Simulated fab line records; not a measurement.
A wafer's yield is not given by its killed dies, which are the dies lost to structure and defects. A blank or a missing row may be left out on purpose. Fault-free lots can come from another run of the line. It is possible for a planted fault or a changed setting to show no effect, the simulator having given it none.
Which tool did it? | flow berkeleyCmos170 | Sampling: 13 lots, 39 wafers, 5 of 331 route steps

WHAT THE GAUGES SHOWED, per wafer
UCB170_PSD_CD_MEAS_06 targets a cd of 1200 nm.
lot  | measured     | on       | cdNm (nm)
L952 | day 6 03:11  | cdSem-01 | 1204.7 1204.2 1203.0
L953 | day 6 13:35  | cdSem-02 | 1199.9 1198.8 1199.7
L956 | day 7 05:08  | cdSem-01 | 1202.1 1202.2 1201.8
L957 | day 7 19:17  | cdSem-01 | 1199.5 1198.5 1200.5
L959 | day 7 19:33  | cdSem-02 | 1198.7 1198.0 1201.4
L963 | day 9 02:51  | cdSem-02 | 1199.8 1200.4 1200.3
L962 | day 9 03:05  | cdSem-01 | 1201.6 1199.9 1201.2
L965 | day 9 08:18  | cdSem-02 | 1200.3 1201.6 1201.9
L964 | day 9 08:25  | cdSem-01 | 1200.2 1201.8 1202.9
L966 | day 9 17:21  | cdSem-01 | 1196.7 1198.3 1198.5
L968 | day 9 17:40  | cdSem-01 | 1199.9 1199.4 1199.6
L969 | day 10 18:40 | cdSem-02 | 1201.1 1201.7 1201.2
L974 | day 11 09:16 | cdSem-02 | 1199.3 1197.7 1198.2

UCB170_V2_THK_MEAS_01.
lot  | measured     | on           | V2_TEOS_THK (nm)
L952 | day 7 02:29  | filmMetro-02 | 1983 1997 2007
L953 | day 7 13:59  | filmMetro-03 | 1912 1935 1962
L956 | day 8 03:37  | filmMetro-01 | 1995 2000 2002
L957 | day 8 13:40  | filmMetro-02 | 2006 2001 2044
L959 | day 8 13:37  | filmMetro-03 | 2019 2016 2009
L963 | day 9 23:44  | filmMetro-02 | 1969 1996 1986
L962 | day 10 00:15 | filmMetro-02 | 1954 2003 1995
L965 | day 10 05:35 | filmMetro-03 | 1960 1980 1989
L964 | day 10 05:20 | filmMetro-01 | 1987 2044 2020
L966 | day 10 14:09 | filmMetro-01 | 2005 1999 2043
L968 | day 10 15:46 | filmMetro-02 | 1981 1970 2017
L969 | day 11 17:54 | filmMetro-01 | 2759 2003 2811
L974 | day 12 13:12 | filmMetro-03 | 1975 2005 1996

UCB170_M3_CD_MEAS_90 targets a cd of 700 nm.
lot  | measured     | on       | cdNm (nm)
L952 | day 7 08:39  | cdSem-02 | 699.3 700.0 699.7
L953 | day 7 18:58  | cdSem-02 | 701.3 702.9 704.2
L956 | day 8 08:44  | cdSem-02 | 702.9 699.9 702.1
L957 | day 8 19:06  | cdSem-01 | 704.4 701.8 699.7
L959 | day 8 19:02  | cdSem-02 | 705.0 706.2 706.2
L963 | day 10 05:24 | cdSem-02 | 704.2 702.4 703.6
L962 | day 10 05:40 | cdSem-02 | 697.4 700.8 697.2
L965 | day 10 12:16 | cdSem-01 | 704.1 703.5 703.7
L964 | day 10 11:37 | cdSem-01 | 702.0 702.4 701.0
L966 | day 10 19:53 | cdSem-01 | 705.2 701.1 699.7
L968 | day 10 21:01 | cdSem-02 | 697.9 698.0 695.9
L969 | day 12 00:15 | cdSem-02 | 701.9 701.0 703.0
L974 | day 12 18:54 | cdSem-02 | 695.9 697.9 698.8

WHAT TOOL EACH LOT RAN ON (gives the tool, then ch and the chambers of the sampled wafers, and finally the start)
lot  | UCB170_V2_CVD_00                | UCB170_M3_STRIP_07
L952 | pecvd-04 ch 0,1, day 7 02:14    | plasmaAsher-03 ch 0,1, day 7 06:43
L953 | pecvd-02 ch 0,1, day 7 13:50    | plasmaAsher-03 ch 0,1, day 7 17:07
L956 | pecvd-04 ch 0,1, day 8 03:26    | plasmaAsher-03 ch 0,1, day 8 06:41
L957 | pecvd-01 ch 1,2, day 8 13:30    | plasmaAsher-03 ch 0,1, day 8 17:00
L959 | pecvd-02 ch 0,1, day 8 13:26    | plasmaAsher-01 ch 0,1, day 8 16:55
L963 | pecvd-04 ch 1,2, day 9 23:34    | plasmaAsher-01 ch 0,1, day 10 03:04
L962 | pecvd-02 ch 0,2, day 10 00:05   | plasmaAsher-01 ch 0,1, day 10 03:23
L965 | pecvd-04 ch 1,2, day 10 05:26   | plasmaAsher-03 ch 0,1, day 10 09:37
L964 | pecvd-01 ch 0,1, day 10 05:10   | plasmaAsher-03 ch 0,1, day 10 08:30
L966 | pecvd-02 ch 1,2, day 10 13:58   | plasmaAsher-02 ch 0,1, day 10 17:03
L968 | pecvd-01 ch 0,1, day 10 15:37   | plasmaAsher-02 ch 0, day 10 19:23
L969 | pecvd-02 ch 0,2, day 11 17:40   | plasmaAsher-03 ch 0,1, day 11 22:16
L974 | pecvd-01 ch 0,1,2, day 12 13:03 | plasmaAsher-02 ch 1, day 12 16:53
- UCB170_V2_CVD_00: deposits SiO2 from TEOS/O2, target thk 2000 nm, time 250 s.
- UCB170_M3_STRIP_07: strips in O2.

AS READ BY THE TOOLS THEMSELVES (means over the sampled wafers that have a number; for cases with no such wafer, the mark the record gives instead)
UCB170_V2_CVD_00.
lot  | tool     | heaterPowerW (W) | runLengthS (s)
L952 | pecvd-04 | 311              | 276.9
L953 | pecvd-02 | 262              | 278.3
L956 | pecvd-04 | 313              | 277.1
L957 | pecvd-01 | 217              | 277.4
L959 | pecvd-02 | 253              | 278.0
L963 | pecvd-04 | 263              | 277.6
L962 | pecvd-02 | 311              | 277.7
L965 | pecvd-04 | 242              | 277.3
L964 | pecvd-01 | 274              | 277.4
L966 | pecvd-02 | 199              | 277.4
L968 | pecvd-01 | 284              | 277.5
L969 | pecvd-02 | 334              | 342.3
L974 | pecvd-01 | 237              | 277.8

UCB170_M3_STRIP_07.
lot  | tool           | chamberPressureMTorr (mTorr) | drypumpMotorCurrentA (A) | oesProductAu (a.u.) | stripTimeToEndpointS (s)
L952 | plasmaAsher-03 | 3499.4                       | 6.5                      | 0.732               | 21.99
L953 | plasmaAsher-03 | 3498.8                       | 6.6                      | 0.732               | 22.00
L956 | plasmaAsher-03 | 3498.2                       | 6.5                      | 0.732               | 21.94
L957 | plasmaAsher-03 | 3500.7                       | 6.4                      | 0.736               | 22.04
L959 | plasmaAsher-01 | 3500.7                       | 5.6                      | 0.737               | 22.11
L963 | plasmaAsher-01 | 3500.7                       | 5.6                      | 0.735               | 22.03
L962 | plasmaAsher-01 | 3498.2                       | 5.6                      | 0.737               | 21.98
L965 | plasmaAsher-03 | 3498.7                       | 6.6                      | 0.732               | 21.99
L964 | plasmaAsher-03 | 3497.6                       | 6.4                      | 0.733               | 21.97
L966 | plasmaAsher-02 | 3498.9                       | 5.9                      | 0.739               | 21.97
L968 | plasmaAsher-02 | 3499.9                       | 5.9                      | 0.733               | 21.97
L969 | plasmaAsher-03 | 3499.5                       | 6.6                      | 0.736               | 22.06
L974 | plasmaAsher-02 | 3503.3                       | 6.1                      | 0.735               | 22.01

THE ANSWER, worked out from the rows above alone
Rule: the usual values come from the lots themselves. The widest of any qualifying gaps counts: lots, ordered by their means at a reading, are off when they make up no more than a third of the lots, leave a main group of 4 or more, and stand apart from it by 3 or more times the standard deviation of that group's means. If all means in a main group match to the digits the tables above print for the reading, that group is not used. A lot without any number at a reading at which 4 lots or more have one is off too. The other lots that the step has rows for count as sound. First the gauges in route order, then the tools' own readings, where a lot's mean is used as printed above. At the first step where some lot is off, the reading lying furthest off is the one used; lots without a number count as furthest.
Off: at UCB170_V2_THK_MEAS_01 (V2_TEOS_THK), L969. The main group has a mean of 1993 nm with a standard deviation of 22.
If a tool, at a process step before that reading, ran all the lots that are off and no sound lot after the first of them, it fits. Not tried: the gauges at UCB170_V2_THK_MEAS_01; whatever is off there is also off at UCB170_V2_CVD_00, on other tools, and gauge error can't account for it. One fits: pecvd-02 at UCB170_V2_CVD_00. Its last sound lot is L966 (day 10 13:58), its first lot that is off L969 (day 11 17:40): a fault that began between those two fits.
The tool's own readings at UCB170_V2_CVD_00 bear it out: on the lots that are off they differ by more than 5 times the standard deviation of the sound lots' means. runLengthS reads 342.3 s there against 277.5 s on the sound lots.

WHAT THE SIMULATOR HAD INSERTED
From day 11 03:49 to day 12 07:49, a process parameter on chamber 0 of pecvd-02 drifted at UCB170_V2_CVD_00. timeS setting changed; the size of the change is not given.
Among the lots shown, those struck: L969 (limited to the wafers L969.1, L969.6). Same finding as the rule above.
